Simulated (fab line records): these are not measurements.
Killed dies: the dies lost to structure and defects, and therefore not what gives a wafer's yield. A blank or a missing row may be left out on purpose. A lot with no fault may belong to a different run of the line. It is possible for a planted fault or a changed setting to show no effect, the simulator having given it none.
fab line records	flow rit-cmos
[record] lots = 14	wafers = 42	last-day = 7
route steps=202 shown GATE@91 M1@202
lots that met no fault: from a run of the same line without faults
start-h: the number of hours between the record's first day and the start of the first shown wafer of the lot	wait-h: hours elapsed since this lot's preceding step	" the same as in the row above	L1.1+2: several wafers, shown together as one row	- no value, or no start was given	* or withheld: withheld	< > ~ a bound
route shown NAME@n: a module of which the file shows steps, and the number in the route of the first	usual: the fault-free wafers' mean and standard deviation	same: alike in all rows	chamber/n: place in a boat	sites: per-site readings	_std_site: the standard deviation of these	_edge_site: inner sites' mean taken away from outer sites' mean	radius-mm: how far each site lies from the wafer's centre	mask NAME#n: copy n	behind: tool/chamber where the wafer was last shaped	hold: the reason the lot was held/the length of the hold in hours/how it ended	device: the n, p or np transistor that did not switch	end of line: at the end of the route, the tests of the same wafers	where a step has no rows: the recipe by itself	killed: dies that structure and defects cost at the first sort, which is not the same as the wafer's yield	map: shows each die of a wafer: x if killed, . if not, _ if none is there
set.NAME: the setting that was run; set.NAME@STEP: the one run at that earlier step	model.NAME: the simulator's own value behind a step, which no gauge read
a sample of lots followed through the steps of the route, with each step as a table and each wafer as a row
[[steps]]
[step RIT_GATE_DEVELOP_15]
[recipe] resist = NOVOLAK	develop-time-s = 50	dev-temp-c = 23
[usual] developer-temp-C = 23.01/0.1
lot.wafer	tool	chamber	start-h	wait-h	developer-temp-C
L227.1	litho-track-04	0	41	-	22.78
L227.3	"	0	"	"	22.98
L227.6	"	0	"	"	22.92
L228.1	litho-track-03	0	49	-	22.90
L228.2	"	0	"	"	23.26
L228.4	"	0	"	"	23.13
L229.2	litho-track-01	0	53	-	23.03
L229.3	"	0	"	"	23.16
L229.5	"	0	"	"	23.13
L230.1	litho-track-03	0	58	-	22.93
L230.5	"	0	"	"	22.92
L230.6	"	0	"	"	22.86
L231.1	litho-track-04	0	63	-	23.01
L231.4	"	0	"	"	22.88
L231.5	"	0	"	"	23.11
L232.1	litho-track-03	0	68	-	22.91
L232.3	"	0	"	"	23.04
L232.6	"	0	"	"	22.73
L233.1	litho-track-04	0	77	-	23.03
L233.5	"	0	"	"	23.08
L233.6	"	0	"	"	23.18
L234.2	litho-track-04	0	79	-	22.92
L234.4	"	0	"	"	22.98
L234.5	"	0	"	"	23.10
L236.2	litho-track-04	0	94	-	20.83
L236.3	"	0	"	"	20.75
L236.4	"	0	"	"	20.72
L237.2	litho-track-04	0	98	-	20.76
L237.5	"	0	"	"	20.78
L237.6	"	0	"	"	20.78
L239.2	litho-track-03	0	106	-	22.89
L239.4	"	0	"	"	23.16
L239.5	"	0	"	"	23.14
L245.3	litho-track-01	0	133	-	23.02
L245.4	"	0	"	"	23.10
L245.6	"	0	"	"	23.01
L248.1	litho-track-01	0	149	-	23.02
L248.3	"	0	"	"	23.01
L248.4	"	0	"	"	23.02
L249.4	litho-track-01	0	153	-	23.01
L249.5	"	0	"	"	22.98
L249.6	"	0	"	"	23.02
[step RIT_M1_PROBE_99]
[usual] killed-at-contacts = 0.1/0.34	killed-at-front-end = 6.6/2.7	killed-dies = 6.7/2.7	killed-open = 3.5/1.9	killed-short = 3.1/1.8
[same] gross-dies = 264	killed_at_M0_to_M3 = 0	killed_at_M4_up = 0	killed-at-back-side = 0	killed-at-other = 0
lot.wafer	tool	chamber	start-h	wait-h	killed-at-contacts	killed-at-front-end	killed-dies	killed-open	killed-short
L236.2	prober-01	-	115.00	0.1	0	8	8	2	4
L236.3	prober-01	-	115.05	0.2	0	8	8	3	2
L236.4	prober-01	-	115.10	0.2	0	11	11	5	1
L237.2	prober-02	-	120.01	0.1	0	6	6	1	4
L237.5	prober-02	-	120.16	0.2	0	10	10	3	3
L237.6	prober-02	-	120.21	0.2	0	10	10	4	3
// killed by level:class
L236.2 GATE:geometric-particle:short=2 SPACER:geometric-particle:open=2 GATE:area-develop=2 REOX:geometric-particle:short=1 SILICIDE:geometric-particle:short=1
L236.3 GATE:area-develop=3 GATE:geometric-particle:open=2 GATE:geometric-particle:short=1 SPACER:geometric-particle:open=1 REOX:geometric-particle:short=1
L236.4 GATE:area-develop=5 FOX2:geometric-particle:open=2 GATE:geometric-particle:open=2 REOX:geometric-particle:short=1 REOX:geometric-particle:open=1
L237.2 GATE:geometric-particle:short=2 FOX1:geometric-particle:short=1 REOX:geometric-particle:open=1 SILICIDE:geometric-particle:short=1 GATE:area-develop=1
L237.5 GATE:area-develop=4 SPACER:geometric-particle:short=2 GATE:geometric-particle:short=1 GATE:geometric-particle:open=1 REOX:geometric-particle:open=1 SILICIDE:geometric-particle:open=1
L237.6 GATE:geometric-particle:open=3 GATE:area-develop=3 SILICIDE:geometric-particle:short=2 GATE:geometric-particle:short=1 SPACER:geometric-particle:open=1
[[key]]
[first-sign] step = RIT_GATE_DEVELOP_15	reading = developer-temp-C	direction = down	sigmas = 22	usual = *	struck = *
effect none on later readings
met-at RIT_GATE_DEVELOP_15
struck-lots L236,L237
tester-left-out L236,L237
[loop-trim] step = RIT_GATE_EXPOSE_13	setting = dose	lots = L237
onset-between 79 94
[fault] kind = process-parameter-drift	tool = litho-track-04	chamber = -	onset-h = 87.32	steps = RIT_GATE_DEVELOP_15	channel = dev-temp-c	offset = *	shape = step	end-h = 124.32	acts-in = *	stated = *
// tester-left-out: of these lots the tester's yield and bins aren't shown, on N5 and GAA mostly nor the transistor test; their killed dies are dies lost to structure and defects alone, not to doping, threshold or leakage, so they don't give the yield
// loop-trim: a control loop set the setting to another value than it would have without faults
